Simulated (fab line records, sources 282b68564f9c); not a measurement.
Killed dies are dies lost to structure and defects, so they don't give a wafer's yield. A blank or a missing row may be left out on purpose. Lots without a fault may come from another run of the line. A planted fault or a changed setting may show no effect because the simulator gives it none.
fab line records | flow rit_cmos
record lots=7 wafers=21 last_day=7
route steps=202 shown NWELL@30 PWELL@39 M1@202
lots that met no fault: from a run of the same line without faults
start_h: hours from the record's first day to the start of the lot's first wafer shown | wait_h: hours since the lot's step before | " the same as in the row above | L1.1+2: a row that stands for several wafers | - no value, or no start given | * or withheld: withheld | < > ~ a bound
route shown NAME@n: a module of which the file shows steps, and the number in the route of the first | usual: mean/standard deviation of fault-free wafers | same: alike in all rows | chamber/n: place in a boat | sites: the reading at each site | _std_site: their standard deviation | _edge_site: outer sites' mean less inner sites' | radius_mm: how far each site lies from the wafer's centre | mask NAME#n: copy n | behind: the tool/chamber that last shaped the wafer | hold: why the lot was held/for how many hours/how that ended | device: the transistor (n, p or np) that didn't switch | end of line: the same wafers' tests at the end of the route | a step without rows: its recipe alone | killed: dies lost to structure and defects at the first sort, not the wafer's yield | map: a wafer's dies, x killed, . not, _ none there
set.NAME: the setting as run; set.NAME@STEP: as run at that earlier step | model.NAME: the simulator's own value behind a step, which no gauge read
lots at some steps of the route; a table a step, a row a wafer
services: from which hour (start_h, from the record's first day; less than 0 if before it) a tool's chamber was out of use, for how many hours, and why
## steps
# step RIT_NWELL_SOFTBAKE_02
# recipe resist=NOVOLAK temp_c=90 time_s=60
# step RIT_NWELL_EXPOSE_03
# recipe mask_id=M2 na=0.57 target_cd_nm=43900 dose_mj=250
# step RIT_NWELL_PEB_04
# recipe resist=NOVOLAK temp_c=withheld time_s=withheld
# step RIT_NWELL_DEVELOP_05
# recipe resist=NOVOLAK develop_time_s=68 dev_temp_c=23
# step RIT_NWELL_OVL_MEAS_06
# usual NWELL_OVL=-0.9/1.2
# columns lot.wafer tool chamber start_h wait_h NWELL_OVL[nm]
L444.1 overlay-01 - 26.40 - -2.4
L444.5 " - " " -1.5
L444.6 " - " " -2.1
L448.2 overlay-01 - 47.04 - -1.8
L448.4 " - " " -3.0
L448.5 " - " " -2.1
L451.1 overlay-02 - 60.71 - 0.0
L451.2 " - " " -1.2
L451.5 " - " " -0.9
L452.1 overlay-02 - 65.19 - -0.7
L452.2 " - " " -2.3
L452.6 " - " " -0.3
L453.1 overlay-02 - 70.19 - 0.6
L453.3 " - " " -0.8
L453.6 " - " " 0.0
L464.1 overlay-02 - 125.82 - -2.2
L464.2 " - " " -2.2
L464.4 " - " " -3.0
L465.2 overlay-01 - 130.26 - -1.5
L465.3 " - " " -0.6
L465.6 " - " " 0.4
# step RIT_NWELL_HARDBAKE_07
# recipe resist=NOVOLAK temp_c=140 time_s=120
# step RIT_NWELL_IMPLANT_08
# recipe species=P energy_kev=170 dose_cm2=5e+13 tilt_deg=7
# step RIT_NWELL_STRIP_09
# recipe chemistry=O2 time_s=180 resist=NOVOLAK platen_temp_c=withheld power_w=500 pressure_mtorr=4000 o2_flow_sccm=4000
# usual drypump_motor_current_A=5.9/0.48
# columns lot.wafer tool chamber start_h wait_h drypump_motor_current_A rf_hours_counter_h
L444.1 plasma_asher-04 0 26.84 0.1 6.3 41
L444.5 " 1 " " 6.3 -
L444.6 " 0 " " 6.3 -
L448.2 plasma_asher-04 0 47.47 0.1 6.3 43
L448.4 " 0 " " 6.3 -
L448.5 " 0 " " 6.3 -
L451.1 plasma_asher-04 1 61.15 0.1 6.3 45
L451.2 " 0 " " 6.3 45
L451.5 " 1 " " 6.3 -
L452.1 plasma_asher-02 0 65.62 0.1 5.4 43
L452.2 " 1 " " 5.5 43
L452.6 " 0 " " 5.4 -
L453.1 plasma_asher-02 1 70.63 0.1 5.5 43
L453.3 " 1 " " 5.5 -
L453.6 " 1 " " 5.5 -
L464.1 plasma_asher-02 1 126.25 0.1 5.5 1
L464.2 " 0 " " 5.4 1
L464.4 " 0 " " 5.4 -
L465.2 plasma_asher-02 0 130.69 0.1 5.4 2
L465.3 " 0 " " 5.4 -
L465.6 " 1 " " 5.5 -
# step RIT_NWELL_TW_MEAS_10
# usual NWELL_TW=2149/13
# columns lot.wafer tool chamber start_h wait_h NWELL_TW
L444.1 film_metro-03 - 27.01 0.1 2161
L444.5 " - " " 2165
L444.6 " - " " 2167
L448.2 film_metro-01 - 47.65 0.1 2138
L448.4 " - " " 2132
L448.5 " - " " 2141
L451.1 film_metro-02 - 61.32 0.1 2158
L451.2 " - " " 2147
L451.5 " - " " 2150
L452.1 film_metro-02 - 65.80 0.1 2154
L452.2 " - " " 2142
L452.6 " - " " 2158
L453.1 film_metro-03 - 70.80 0.1 2149
L453.3 " - " " 2157
L453.6 " - " " 2160
L464.1 film_metro-02 - 126.43 0.1 2137
L464.2 " - " " 2145
L464.4 " - " " 2149
L465.2 film_metro-03 - 130.87 0.1 2173
L465.3 " - " " 2167
L465.6 " - " " 2166
# step RIT_PWELL_HMDS_00
# recipe prime_time_s=60 prime_temp_c=140
# step RIT_PWELL_COAT_01
# recipe resist=NOVOLAK spin_rpm=2000 resist_thk_nm=1300
# step RIT_PWELL_SOFTBAKE_02
# recipe resist=NOVOLAK temp_c=90 time_s=60
# step RIT_PWELL_EXPOSE_03
# recipe mask_id=M3 na=0.57 target_cd_nm=43700 dose_mj=250
# columns lot.wafer tool chamber start_h wait_h mask model.PWELL.overlay_x_nm
L444.1+5+6 iline_stepper-02 0 27.65 0.2 M3#0 2.135
L448.2+4+5 iline_stepper-02 0 48.17 0.1 M3#0 0.8271
L451.1+2+5 iline_stepper-02 0 61.87 0.1 M3#0 1.125e+04
L452.1+2+6 iline_stepper-02 0 66.31 0.1 M3#0 1.125e+04
L453.1+3+6 iline_stepper-02 0 71.31 0.1 M3#0 1.125e+04
L464.1+2+4 iline_stepper-01 0 126.94 0.1 M3#0 -0.9684
L465.2+3+6 iline_stepper-01 0 131.39 0.1 M3#0 0.4579
# step RIT_PWELL_PEB_04
# recipe resist=NOVOLAK temp_c=withheld time_s=withheld
# step RIT_PWELL_DEVELOP_05
# recipe resist=NOVOLAK develop_time_s=68 dev_temp_c=23
# step RIT_PWELL_OVL_MEAS_06
# usual PWELL_OVL=0.2/1.2
# columns lot.wafer tool chamber start_h wait_h PWELL_OVL[nm]
L444.1 overlay-01 - 28.08 - 2.4
L444.5 " - " " 0.9
L444.6 " - " " 1.9
L448.2 overlay-02 - 48.59 - 1.0
L448.4 " - " " 0.0
L448.5 " - " " 0.0
L451.1 overlay-01 - 62.30 - -
L451.2 " - " " -
L451.5 " - " " -
L452.1 overlay-02 - 66.74 - -
L452.2 " - " " -
L452.6 " - " " -
L453.1 overlay-02 - 71.74 - -
L453.3 " - " " -
L453.6 " - " " -
L464.1 overlay-02 - 127.37 - 0.6
L464.2 " - " " -0.5
L464.4 " - " " -0.4
L465.2 overlay-02 - 131.81 - -0.3
L465.3 " - " " 1.1
L465.6 " - " " 1.1
# step RIT_PWELL_HARDBAKE_07
# recipe resist=NOVOLAK temp_c=140 time_s=120
# step RIT_M1_PROBE_99
# usual killed_at_M0_to_M3=0.0/0.14 killed_at_contacts=0.0/0.16 killed_at_front_end=7/3 killed_dies=7/3 killed_on_rim=1.8/1.3 killed_open=3.5/2 killed_short=3.6/2.1
# same gross_dies=264 killed_at_M4_up=0 killed_at_back_side=0 killed_at_other=0
# columns lot.wafer tool chamber start_h wait_h killed_at_M0_to_M3 killed_at_contacts killed_at_front_end killed_dies killed_on_rim killed_open killed_short model.etest.nmos_0p3.r_on_ohm_um model.etest.nmos_turned.drive_ua_um model.etest.nmos_narrow.drive_ua_um model.etest.nmos_0p3.drive_ua_um model.etest.well_edge_right.line_ohm_um model.etest.iso_nwell_nwell.short model.etest.ring.no_ring model.etest.pmos_narrow.short
L444.1 prober-02 - 62.53 0.1 0 0 11 11 1 6 5 2143 322.3 233.1 229.4 183.6 0 0 0
L444.5 prober-02 - 62.73 0.2 0 0 3 3 1 2 1 2171 327.5 231.1 228.9 180.8 0 0 0
L444.6 prober-02 - 62.78 0.2 0 0 7 7 2 4 3 2160 311.7 230.1 225.5 186.2 0 0 0
L448.2 prober-02 - 83.49 0.1 0 0 7 7 1 5 2 2128 339.3 228.1 225.6 183.6 0 0 0
L448.4 prober-02 - 83.59 0.2 0 0 6 6 3 4 2 2132 336.4 222.1 226.1 180.9 0 0 0
L448.5 prober-02 - 83.64 0.2 0 0 15 15 5 8 7 2097 337.7 231.8 234.1 182.9 0 0 0
L451.1 prober-01 - 99.44 0.1 0 0 264 264 70 3 9 1516 638.2 433.3 416.4 142.5 1 1 1
L451.2 prober-01 - 99.49 0.1 0 0 264 264 70 5 7 1495 641.5 432.5 422.7 142.7 1 1 1
L451.5 prober-01 - 99.64 0.2 0 1 263 264 70 8 4 1526 633.1 428.2 419.3 140.7 1 1 1
L452.1 prober-02 - 104.13 0.1 0 0 264 264 70 1 2 1506 636.4 422.4 415.4 143.9 1 1 1
L452.2 prober-02 - 104.18 0.1 0 0 264 264 70 3 2 1561 615.9 415.4 411.7 141.3 1 1 1
L452.6 prober-02 - 104.38 0.2 0 0 264 264 70 2 3 1513 627.2 422.2 419.5 144.8 1 1 1
L453.1 prober-01 - 108.14 0.1 0 0 264 264 70 5 1 1564 606.1 397.9 396.3 143.7 1 1 1
L453.3 prober-01 - 108.24 0.2 0 0 264 264 70 5 2 1563 597.2 396.4 392.5 142.5 1 1 1
L453.6 prober-01 - 108.39 0.2 0 0 264 264 70 4 6 1586 607.2 399.9 393.9 143 1 1 1
L464.1 prober-01 - 167.48 0.1 0 0 6 6 2 3 3 2092 329.1 230.7 235.2 184.1 0 0 0
L464.2 prober-01 - 167.53 0.1 0 0 9 9 1 7 2 2126 323.6 233.6 236.4 184.2 0 0 0
L464.4 prober-01 - 167.63 0.2 0 0 8 8 2 4 4 2126 325.4 233.1 236.2 183.6 0 0 0
L465.2 prober-02 - 168.99 0.1 1 0 3 4 1 2 2 2170 309.5 229.1 229.1 182 0 0 0
L465.3 prober-02 - 169.04 0.2 0 0 7 7 2 4 3 2151 316.5 233.7 231.7 182.6 0 0 0
L465.6 prober-02 - 169.19 0.2 0 0 4 4 1 2 2 2185 323.2 228.4 227.4 179.1 0 0 0
# killed by level:class
L444.1 GATE:geometric_particle:open=4 FOX1:geometric_particle:short=3 REOX:geometric_particle:open=2 REOX:geometric_particle:short=1 SILICIDE:geometric_particle:short=1
L444.5 GATE:geometric_particle:open=2 REOX:geometric_particle:short=1
L444.6 FOX2:geometric_particle:short=2 GATE:geometric_particle:open=2 FOX1:geometric_particle:open=1 FOX2:geometric_particle:open=1 GATE:geometric_particle:short=1
L448.2 GATE:geometric_particle:open=3 FOX1:geometric_particle:open=1 FOX1:geometric_particle:short=1 SILICIDE:geometric_particle:short=1 SILICIDE:geometric_particle:open=1
L448.4 FOX1:geometric_particle:short=2 GATE:geometric_particle:open=2 SPACER:geometric_particle:open=1 SILICIDE:geometric_particle:open=1
L448.5 SILICIDE:geometric_particle:short=4 FOX2:geometric_particle:open=3 SILICIDE:geometric_particle:open=2 FOX1:geometric_particle:open=1 FOX2:geometric_particle:short=1 GATE:geometric_particle:open=1 GATE:geometric_particle:short=1 REOX:geometric_particle:open=1
L451.1 PWELL:overlay=252 GATE:geometric_particle:short=5 SPACER:geometric_particle:short=2 FOX1:geometric_particle:short=1 FOX2:geometric_particle:open=1 FOX2:geometric_particle:short=1 REOX:geometric_particle:open=1 SPACER:geometric_particle:open=1
L451.2 PWELL:overlay=252 GATE:geometric_particle:short=4 GATE:geometric_particle:open=2 FOX1:geometric_particle:short=1 FOX1:geometric_particle:open=1 FOX2:geometric_particle:short=1 REOX:geometric_particle:open=1 SPACER:geometric_particle:open=1
L451.5 PWELL:overlay=252 FOX2:geometric_particle:short=2 FOX2:geometric_particle:open=2 GATE:geometric_particle:open=2 SPACER:geometric_particle:open=2 FOX1:geometric_particle:open=1 GATE:geometric_particle:short=1 SPACER:geometric_particle:short=1
L452.1 PWELL:overlay=261 REOX:geometric_particle:short=1 SPACER:geometric_particle:short=1 SPACER:geometric_particle:open=1
L452.2 PWELL:overlay=259 GATE:geometric_particle:open=2 ACTIVE:geometric_particle:short=1 FOX2:geometric_particle:open=1 REOX:geometric_particle:short=1
L452.6 PWELL:overlay=259 GATE:geometric_particle:open=1 GATE:geometric_particle:short=1 REOX:geometric_particle:short=1 SPACER:geometric_particle:open=1 SILICIDE:geometric_particle:short=1
L453.1 PWELL:overlay=258 GATE:geometric_particle:open=3 FOX1:geometric_particle:short=1 REOX:geometric_particle:open=1 SILICIDE:geometric_particle:open=1
L453.3 PWELL:overlay=257 GATE:geometric_particle:open=3 REOX:geometric_particle:open=2 FOX1:geometric_particle:short=1 GATE:geometric_particle:short=1
L453.6 PWELL:overlay=254 GATE:geometric_particle:short=4 GATE:geometric_particle:open=3 FOX1:geometric_particle:open=1 FOX1:geometric_particle:short=1 SILICIDE:geometric_particle:short=1
L464.1 REOX:geometric_particle:short=2 FOX2:geometric_particle:open=1 GATE:geometric_particle:open=1 REOX:geometric_particle:open=1 SILICIDE:geometric_particle:short=1
L464.2 SILICIDE:geometric_particle:open=3 SILICIDE:geometric_particle:short=2 FOX2:geometric_particle:open=1 GATE:geometric_particle:open=1 REOX:geometric_particle:open=1 SPACER:geometric_particle:open=1
L464.4 GATE:geometric_particle:short=2 FOX1:geometric_particle:open=1 REOX:geometric_particle:open=1 SPACER:geometric_particle:short=1 SPACER:geometric_particle:open=1 SILICIDE:geometric_particle:short=1 SILICIDE:geometric_particle:open=1
L465.2 FOX2:geometric_particle:open=1 REOX:geometric_particle:open=1 SPACER:geometric_particle:short=1 M1:geometric_particle:short=1
L465.3 REOX:geometric_particle:open=2 REOX:geometric_particle:short=2 FOX1:geometric_particle:open=1 GATE:geometric_particle:open=1 SPACER:geometric_particle:short=1
L465.6 GATE:geometric_particle:open=1 GATE:geometric_particle:short=1 SPACER:geometric_particle:open=1 SPACER:geometric_particle:short=1
# map L451.1 (x killed, . not)
________xxxxxxx_______
_____xxxxxxxxxxxxx____
____xxxxxxxxxxxxxxx___
___xxxxxxxxxxxxxxxxx__
__xxxxxxxxxxxxxxxxxxx_
__xxxxxxxxxxxxxxxxxxx_
_xxxxxxxxxxxxxxxxxxxxx
_xxxxxxxxxxxxxxxxxxxxx
_xxxxxxxxxxxxxxxxxxxxx
_xxxxxxxxxxxxxxxxxxxxx
__xxxxxxxxxxxxxxxxxxx_
__xxxxxxxxxxxxxxxxxxx_
___xxxxxxxxxxxxxxxxx__
____xxxxxxxxxxxxxxx___
_____xxxxxxxxxxxxx____
________xxxxxxx_______
# map L452.1 (x killed, . not)
________xxxxxxx_______
_____xxxxxxxxxxxxx____
____xxxxxxxxxxxxxxx___
___xxxxxxxxxxxxxxxxx__
__xxxxxxxxxxxxxxxxxxx_
__xxxxxxxxxxxxxxxxxxx_
_xxxxxxxxxxxxxxxxxxxxx
_xxxxxxxxxxxxxxxxxxxxx
_xxxxxxxxxxxxxxxxxxxxx
_xxxxxxxxxxxxxxxxxxxxx
__xxxxxxxxxxxxxxxxxxx_
__xxxxxxxxxxxxxxxxxxx_
___xxxxxxxxxxxxxxxxx__
____xxxxxxxxxxxxxxx___
_____xxxxxxxxxxxxx____
________xxxxxxx_______
## services
# columns tool chamber start_h hours kind
iline_stepper-01 - 4.35 4.3 repair
plasma_asher-04 - 21.50 2.6 repair
iline_stepper-01 - 46.49 21.0 repair
iline_stepper-02 - 67.48 2.1 pm
iline_stepper-02 - 69.57 - consumable_replace:lamp
iline_stepper-01 - 85.88 1.7 pm
plasma_asher-02 - 108.75 9.0 pm
plasma_asher-02 0 108.75 9.0 vent_cycle
plasma_asher-02 1 108.75 9.0 vent_cycle
iline_stepper-01 - 117.26 2.1 pm
plasma_asher-02 0 117.75 - clean
plasma_asher-02 1 117.75 - clean
iline_stepper-01 - 119.34 - consumable_replace:lamp
iline_stepper-02 - 119.34 1.7 pm
plasma_asher-04 - 125.04 2.2 repair
## key
first_sign step=RIT_PWELL_OVL_MEAS_06 reading=PWELL_OVL direction=missing
effect step=RIT_M1_PROBE_99 reading=killed_at_front_end direction=up sigmas=85 usual=7 struck=264
model_effect step=RIT_PWELL_EXPOSE_03 value=PWELL.overlay_x_nm without=-0.1235 struck=1.125e+04
model_effect step=RIT_M1_PROBE_99 value=etest.nmos_0p3.r_on_ohm_um without=2149 struck=1537
more_kills_born_at RIT_PWELL_EXPOSE_03@iline_stepper-02=2304
met_at RIT_PWELL_EXPOSE_03
struck_wafers L451.1,L451.2,L451.5,L452.1,L452.2,L452.6,L453.1,L453.3,L453.6
tester_left_out L451,L452,L453
onset_between 48.17 61.87
fault kind=scanner_matching_overlay tool=iline_stepper-02 chamber=- onset_h=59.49 steps=RIT_PWELL_EXPOSE_03 offset=11246
# tester_left_out: of these lots the tester's yield and bins aren't shown, on N5 and GAA mostly nor the transistor test; their killed dies are dies lost to structure and defects alone, not to doping, threshold or leakage, so they don't give the yield
